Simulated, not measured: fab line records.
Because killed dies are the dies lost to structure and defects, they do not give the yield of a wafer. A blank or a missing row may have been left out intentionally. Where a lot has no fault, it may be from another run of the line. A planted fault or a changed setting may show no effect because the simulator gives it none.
fab line records	flow rit-cmos
[record] lots = 6	wafers = 18	last-day = 19
route steps=202 shown NRETRO@60 PRETRO@64 GATE@75 M1@202
lots that met no fault: taken from a fault-free run of the same line
start-h: start of the lot's first displayed wafer, in hours after the record's first day	wait-h: hours since the lot's step before	" unchanged from the row above	L1.1+2: a single row standing in for several wafers	- no value present, or no start provided	* or withheld: withheld	< > ~ a bound
route shown NAME@n: NAME is a module with steps in the file, n the number in the route of the first one	usual: mean/standard deviation taken from wafers without a fault	same: alike in all rows	chamber/n: place in a boat	sites: readings site by site	_std_site: how widely they spread, as a standard deviation	_edge_site: mean of outer sites minus mean of inner sites	radius-mm: for every site, how far away it sits from the centre of the wafer	mask NAME#n: copy n	behind: the tool/chamber that last shaped the wafer	hold: why the lot was held/for how many hours/how that ended	device: names the non-switching transistor (n, p or np)	end of line: the same wafers' tests at the end of the route	for a step that has no rows: nothing shown but its recipe	killed: the dies lost at the first sort to structure and to defects; this is not the yield of the wafer	map: dies across one wafer; x = killed, . = not, _ = none there
set.NAME: the setting the step ran with; set.NAME@STEP: the setting that earlier step ran with	model.NAME: the simulator's own value behind a step, which no gauge read
lots at selected steps of the route; one table per step, one row per wafer
services: when a tool's chamber went out of use (start-h, in hours from the record's first day, below 0 if earlier), for how many hours, and the reason
[[steps]]
[step RIT_NRETRO_HARDBAKE_07]
[recipe] resist = NOVOLAK	temp-c = 140	time-s = 120
[step RIT_NRETRO_IMPLANT_08]
[recipe] species = P	energy-kev = 70	dose-cm2 = 1e+13	tilt-deg = 7
[step RIT_NRETRO_STRIP_09]
[recipe] chemistry = O2	time-s = 180	resist = NOVOLAK	platen-temp-c = withheld	power-w = 500	pressure-mtorr = 4000	o2-flow-sccm = 4000
[usual] drypump-motor-current-A = 6.2/0.36
[same] time-s = 180
lot.wafer	tool	chamber	start-h	wait-h	drypump-motor-current-A	rf-hours-counter-h
L992.1	plasma-asher-02	0	42.06	0.1	5.7	35
L992.3	"	1	"	"	5.8	-
L992.5	"	0	"	"	5.7	-
L105.1	plasma-asher-04	0	112.69	0.1	6.0	32
L105.3	"	1	"	"	6.2	-
L105.5	"	1	"	"	6.2	-
L106.1	plasma-asher-02	1	117.34	0.1	5.9	42
L106.5	"	1	"	"	5.8	-
L106.6	"	0	"	"	5.7	-
L108.1	plasma-asher-04	1	125.64	0.1	6.2	34
L108.4	"	1	"	"	6.2	-
L108.5	"	1	"	"	6.2	-
L113.1	plasma-asher-02	0	145.42	0.1	5.7	45
L113.3	"	1	"	"	5.9	-
L113.4	"	0	"	"	5.7	-
L112.1	plasma-asher-03	0	418.98	0.1	6.8	78
L112.3	"	1	"	"	6.3	-
L112.6	"	1	"	"	6.3	-
[step RIT_NRETRO_TW_MEAS_10]
[usual] NRETRO_TW = 1046/7
lot.wafer	tool	chamber	start-h	wait-h	NRETRO_TW
L992.1	film-metro-04	-	42.23	0.1	1050
L992.3	"	-	"	"	1046
L992.5	"	-	"	"	1049
L105.1	film-metro-03	-	112.87	0.1	1046
L105.3	"	-	"	"	1042
L105.5	"	-	"	"	1038
L106.1	film-metro-04	-	117.51	0.1	1051
L106.5	"	-	"	"	1046
L106.6	"	-	"	"	1047
L108.1	film-metro-04	-	125.82	0.1	1047
L108.4	"	-	"	"	1049
L108.5	"	-	"	"	1044
L113.1	film-metro-04	-	145.60	0.1	1044
L113.3	"	-	"	"	1050
L113.4	"	-	"	"	1050
L112.1	film-metro-04	-	419.16	0.1	1058
L112.3	"	-	"	"	1058
L112.6	"	-	"	"	1054
[step RIT_PRETRO_HMDS_00]
[recipe] prime-time-s = 60	prime-temp-c = 140
[step RIT_PRETRO_COAT_01]
[recipe] resist = NOVOLAK	spin-rpm = 2000	resist-thk-nm = 1300
[step RIT_PRETRO_SOFTBAKE_02]
[recipe] resist = NOVOLAK	temp-c = 90	time-s = 60
[step RIT_PRETRO_EXPOSE_03]
[recipe] mask-id = M5	na = 0.57	target-cd-nm = 43700	dose-mj = 250
[step RIT_PRETRO_PEB_04]
[recipe] resist = NOVOLAK	temp-c = withheld	time-s = withheld
[step RIT_PRETRO_DEVELOP_05]
[recipe] resist = NOVOLAK	develop-time-s = 68	dev-temp-c = 23
[step RIT_PRETRO_OVL_MEAS_06]
[usual] PRETRO_OVL = 0.0/1.3
lot.wafer	tool	chamber	start-h	wait-h	PRETRO_OVL[nm]
L992.1	overlay-01	-	43.17	-	0.2
L992.3	"	-	"	"	1.0
L992.5	"	-	"	"	-0.1
L105.1	overlay-01	-	113.81	-	1.7
L105.3	"	-	"	"	0.8
L105.5	"	-	"	"	0.9
L106.1	overlay-02	-	118.58	-	1.8
L106.5	"	-	"	"	3.4
L106.6	"	-	"	"	2.0
L108.1	overlay-02	-	126.76	-	-3.6
L108.4	"	-	"	"	-2.4
L108.5	"	-	"	"	-3.8
L113.1	overlay-02	-	146.91	-	-1.4
L113.3	"	-	"	"	-2.2
L113.4	"	-	"	"	-2.4
L112.1	overlay-01	-	420.43	-	1.4
L112.3	"	-	"	"	2.0
L112.6	"	-	"	"	-0.9
[step RIT_PRETRO_HARDBAKE_07]
[recipe] resist = NOVOLAK	temp-c = 140	time-s = 120
[step RIT_PRETRO_IMPLANT_08]
[recipe] species = B	energy-kev = 45	dose-cm2 = 1.2e+13	tilt-deg = 7
[usual] dose-ions-cm2 = 1.1998e+13/1.2e+10	faraday-current-uA = 38.1/0.67
lot.wafer	tool	chamber	start-h	wait-h	dose-ions-cm2	faraday-current-uA
L992.1	implanter-02	0	43.46	0.2	1.2005e+13	37.4
L992.3	"	0	"	"	1.2021e+13	37.5
L992.5	"	0	"	"	1.1981e+13	37.5
L105.1	implanter-01	0	114.09	0.2	1.1971e+13	38.2
L105.3	"	0	"	"	1.2005e+13	38.3
L105.5	"	0	"	"	1.2002e+13	38.9
L106.1	implanter-04	0	118.86	0.2	2.343e+13	74.2
L106.5	"	0	"	"	2.3428e+13	74.9
L106.6	"	0	"	"	2.3425e+13	73.7
L108.1	implanter-04	0	127.04	0.2	2.3412e+13	72.1
L108.4	"	0	"	"	2.3403e+13	75.1
L108.5	"	0	"	"	2.34e+13	75.2
L113.1	implanter-02	0	147.20	0.2	1.198e+13	38.3
L113.3	"	0	"	"	1.1997e+13	36.9
L113.4	"	0	"	"	1.1995e+13	39.1
L112.1	implanter-04	0	420.72	0.2	1.1986e+13	38.0
L112.3	"	0	"	"	1.1996e+13	37.9
L112.6	"	0	"	"	1.1984e+13	37.7
[step RIT_PRETRO_STRIP_09]
[recipe] chemistry = O2	time-s = 180	resist = NOVOLAK	platen-temp-c = withheld	power-w = 500	pressure-mtorr = 4000	o2-flow-sccm = 4000
[usual] drypump-motor-current-A = 6.2/0.35
[same] time-s = 180
lot.wafer	tool	chamber	start-h	wait-h	drypump-motor-current-A	rf-hours-counter-h
L992.1	plasma-asher-04	0	43.61	0.1	6.0	26
L992.3	"	0	"	"	6.0	-
L992.5	"	0	"	"	6.0	-
L105.1	plasma-asher-04	0	114.24	0.1	6.0	32
L105.3	"	1	"	"	6.2	-
L105.5	"	1	"	"	6.2	-
L106.1	plasma-asher-03	0	119.01	0.1	6.8	49
L106.5	"	0	"	"	6.8	-
L106.6	"	1	"	"	6.3	-
L108.1	plasma-asher-01	0	127.19	0.1	5.6	1
L108.4	"	0	"	"	5.6	-
L108.5	"	1	"	"	6.4	-
L113.1	plasma-asher-03	1	147.35	0.1	6.3	52
L113.3	"	0	"	"	6.8	-
L113.4	"	1	"	"	6.3	-
L112.1	plasma-asher-01	1	420.87	0.1	6.4	31
L112.3	"	1	"	"	6.4	-
L112.6	"	0	"	"	5.6	-
[step RIT_PRETRO_TW_MEAS_10]
[usual] PRETRO_TW = 478/5.4
lot.wafer	tool	chamber	start-h	wait-h	PRETRO_TW
L992.1	film-metro-02	-	43.78	0.1	483
L992.3	"	-	"	"	483
L992.5	"	-	"	"	485
L105.1	film-metro-02	-	114.42	0.1	481
L105.3	"	-	"	"	483
L105.5	"	-	"	"	482
L106.1	film-metro-02	-	119.19	0.1	593
L106.5	"	-	"	"	593
L106.6	"	-	"	"	595
L108.1	film-metro-03	-	127.37	0.1	580
L108.4	"	-	"	"	580
L108.5	"	-	"	"	579
L113.1	film-metro-04	-	147.52	0.1	474
L113.3	"	-	"	"	476
L113.4	"	-	"	"	474
L112.1	film-metro-04	-	421.04	0.1	479
L112.3	"	-	"	"	479
L112.6	"	-	"	"	482
[step RIT_GATE_WET_ETCH_00]
[recipe] chemistry = BOE	target = SiO2	target-depth-nm = 56	time-s = 60	dry = n2-spin	dilution = 10:1	temp-c = 21.5
[step RIT_M1_PROBE_99]
[usual] killed-at-contacts = 0.1/0.27	killed-at-front-end = 6/3	killed-dies = 7/3	killed-open = 3.1/2	killed-short = 3.4/2
[same] gross-dies = 264	killed_at_M0_to_M3 = 0	killed_at_M4_up = 0	killed-at-back-side = 0	killed-at-other = 0
lot.wafer	tool	chamber	start-h	wait-h	killed-at-contacts	killed-at-front-end	killed-dies	killed-open	killed-short	model.etest.nmos_0p3.r-on-ohm-um	model.etest.nmos_0p15.r-on-ohm-um	model.etest.nmos-turned.drive-ua-um	model.etest.nmos_0p15.drive-ua-um	model.etest.nmos_0p3.drive-ua-um	model.etest.nmos-narrow.drive-ua-um	model.etest.pwell-pinched.rs-ohm-sq	model.etest.ring.delay-ps
L992.1	prober-01	-	75.01	0.1	1	5	6	3	3	2163	1150	322.3	466.9	226.2	228.9	461.5	27.17
L992.3	prober-01	-	75.11	0.2	0	6	6	3	3	2140	1149	330	470	230.7	234.2	462.7	26.85
L992.5	prober-01	-	75.21	0.2	1	1	2	1	1	2158	1148	322.1	467.9	229.2	229.7	463.2	27.07
L105.1	prober-02	-	140.71	0.1	0	10	10	1	9	2166	1136	319.7	467.8	224.8	225	459.7	27.07
L105.3	prober-02	-	140.81	0.2	0	10	10	7	3	2107	1093	325.6	472.1	226.7	227	453.5	26.74
L105.5	prober-02	-	140.91	0.2	0	13	13	3	10	2118	1098	323.7	468.8	225.5	221.6	453.1	26.87
L106.1	prober-02	-	150.35	0.1	0	8	8	3	5	2571	1288	213.6	357.9	161.8	157.8	440.3	31
L106.5	prober-02	-	150.55	0.2	0	5	5	2	3	2581	1269	222	373.1	164.9	166.9	443.2	29.89
L106.6	prober-02	-	150.60	0.2	0	9	9	3	6	2533	1228	227.7	380.8	163.9	167.2	437.2	29.45
L108.1	prober-01	-	154.10	0.1	0	2	2	1	1	2615	1344	201.7	357.4	161.5	163.5	452.2	31.11
L108.4	prober-01	-	154.25	0.2	0	2	2	1	1	2683	1367	196.2	346.4	157	158.1	447.3	31.74
L108.5	prober-01	-	154.30	0.2	0	2	2	0	2	2631	1329	202.8	350.9	157.4	159.2	448.3	31.38
L113.1	prober-01	-	173.51	0.1	0	4	4	1	3	2069	1070	336.4	480.1	230.1	234.9	448.2	26.45
L113.3	prober-01	-	173.61	0.2	0	4	4	1	3	2104	1076	338.6	474.1	227.5	231.1	447.7	27.1
L113.4	prober-01	-	173.66	0.2	0	5	5	1	4	2126	1137	326.9	468.8	232.3	233.5	456	27.33
L112.1	prober-01	-	450.00	0.1	0	7	7	3	4	2122	1104	345.1	478	228.4	232.9	449	26.64
L112.3	prober-01	-	450.10	0.2	0	5	5	1	4	2081	1071	342.9	473.5	228	228.6	447.1	26.89
L112.6	prober-01	-	450.25	0.2	0	13	13	9	4	2101	1079	351.1	489.1	229.3	232	445.9	26.08
// killed by level:class
L992.1 GATE:geometric-particle:short=2 SPACER:geometric-particle:open=2 FOX1:geometric-particle:short=1 CONTACT:geometric-particle:open=1
L992.3 GATE:geometric-particle:short=2 FOX1:geometric-particle:short=1 FOX2:geometric-particle:open=1 SPACER:geometric-particle:open=1 SILICIDE:geometric-particle:open=1
L992.5 GATE:geometric-particle:open=1 CONTACT:geometric-particle:short=1
L105.1 GATE:geometric-particle:short=4 FOX1:geometric-particle:short=2 REOX:geometric-particle:short=1 SPACER:geometric-particle:open=1 SPACER:geometric-particle:short=1 SILICIDE:geometric-particle:short=1
L105.3 GATE:geometric-particle:open=4 REOX:geometric-particle:short=2 FOX2:geometric-particle:open=1 GATE:geometric-particle:short=1 SPACER:geometric-particle:open=1 SILICIDE:geometric-particle:open=1
L105.5 REOX:geometric-particle:short=4 FOX2:geometric-particle:short=2 GATE:geometric-particle:short=2 FOX1:geometric-particle:short=1 GATE:geometric-particle:open=1 REOX:geometric-particle:open=1 SILICIDE:geometric-particle:open=1 SILICIDE:geometric-particle:short=1
L106.1 GATE:geometric-particle:short=3 SPACER:geometric-particle:short=2 FOX2:geometric-particle:open=1 REOX:geometric-particle:open=1 SPACER:geometric-particle:open=1
L106.5 FOX1:geometric-particle:short=2 FOX1:geometric-particle:open=1 GATE:geometric-particle:short=1 SPACER:geometric-particle:open=1
L106.6 GATE:geometric-particle:short=3 REOX:geometric-particle:open=2 FOX1:geometric-particle:short=1 FOX2:geometric-particle:short=1 GATE:geometric-particle:open=1 SPACER:geometric-particle:short=1
L108.1 GATE:geometric-particle:short=1 SPACER:geometric-particle:open=1
L108.4 SPACER:geometric-particle:short=1 SPACER:geometric-particle:open=1
L108.5 FOX1:geometric-particle:short=1 REOX:geometric-particle:short=1
L113.1 GATE:geometric-particle:short=2 REOX:geometric-particle:open=1 REOX:geometric-particle:short=1
L113.3 GATE:geometric-particle:short=2 FOX1:geometric-particle:short=1 GATE:geometric-particle:open=1
L113.4 GATE:geometric-particle:short=4 FOX2:geometric-particle:open=1
L112.1 GATE:geometric-particle:open=3 GATE:geometric-particle:short=2 REOX:geometric-particle:short=1 SPACER:geometric-particle:short=1
L112.3 FOX1:geometric-particle:short=1 FOX1:geometric-particle:open=1 FOX2:geometric-particle:short=1 GATE:geometric-particle:short=1 SILICIDE:geometric-particle:short=1
L112.6 GATE:geometric-particle:open=6 FOX1:geometric-particle:open=3 FOX1:geometric-particle:short=2 FOX2:geometric-particle:short=1 SPACER:geometric-particle:short=1
[[services]]
tool	chamber	start-h	hours	kind
plasma-asher-02	-	26.21	1.6	repair
implanter-02	-	34.70	0.8	repair
plasma-asher-03	-	56.59	2.4	repair
implanter-04	-	76.29	4.6	pm
implanter-02	-	101.02	1.8	repair
plasma-asher-02	-	105.02	4.3	repair
plasma-asher-01	-	108.75	9.0	pm
plasma-asher-02	-	135.24	0.7	repair
implanter-04	-	161.84	0.6	repair
plasma-asher-04	-	162.32	2.8	pm
implanter-02	-	190.79	1.1	repair
plasma-asher-01	-	260.83	2.8	pm
plasma-asher-01	-	279.26	0.9	repair
implanter-04	-	295.99	1.1	repair
implanter-04	-	305.97	5.7	pm
implanter-04	-	317.12	3.6	repair
implanter-04	-	320.70	1.9	repair
implanter-04	-	339.71	0.6	repair
implanter-02	-	341.86	5.4	pm
implanter-02	-	347.35	5.4	pm
plasma-asher-03	-	373.70	14.6	pm
implanter-02	-	378.45	64.7	pm
implanter-04	-	406.63	1.3	repair
plasma-asher-02	-	420.17	1.0	repair
[[key]]
[first-sign] step = RIT_PRETRO_IMPLANT_08	reading = dose-ions-cm2	direction = up	sigmas = 99+	usual = 1.1998e+13	struck = 2.3417e+13
[effect] step = RIT_PRETRO_IMPLANT_08	reading = faraday-current-uA	direction = up	sigmas = 54	usual = 38.1	struck = 74.2
[effect] step = RIT_PRETRO_TW_MEAS_10	reading = PRETRO_TW	direction = up	sigmas = 20	usual = 478	struck = 587
[model-effect] step = RIT_M1_PROBE_99	value = etest.nmos_0p3.r-on-ohm-um	without = 2154	struck = 2602
met-at RIT_PRETRO_IMPLANT_08
struck-wafers L106.1,L106.5,L106.6,L108.1,L108.4,L108.5
tester-left-out L106,L108
[fault] kind = process-parameter-drift	tool = implanter-04	chamber = -	onset-h = 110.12	steps = RIT_PRETRO_IMPLANT_08	channel = dose-cm2	offset = 1.1408e+13	shape = step	end-h = 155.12	acts-in = these-recipes-only	stated = 1.2e+13
// tester-left-out: of these lots the tester's yield and bins aren't shown, on N5 and GAA mostly nor the transistor test; their killed dies are dies lost to structure and defects alone, not to doping, threshold or leakage, so they don't give the yield
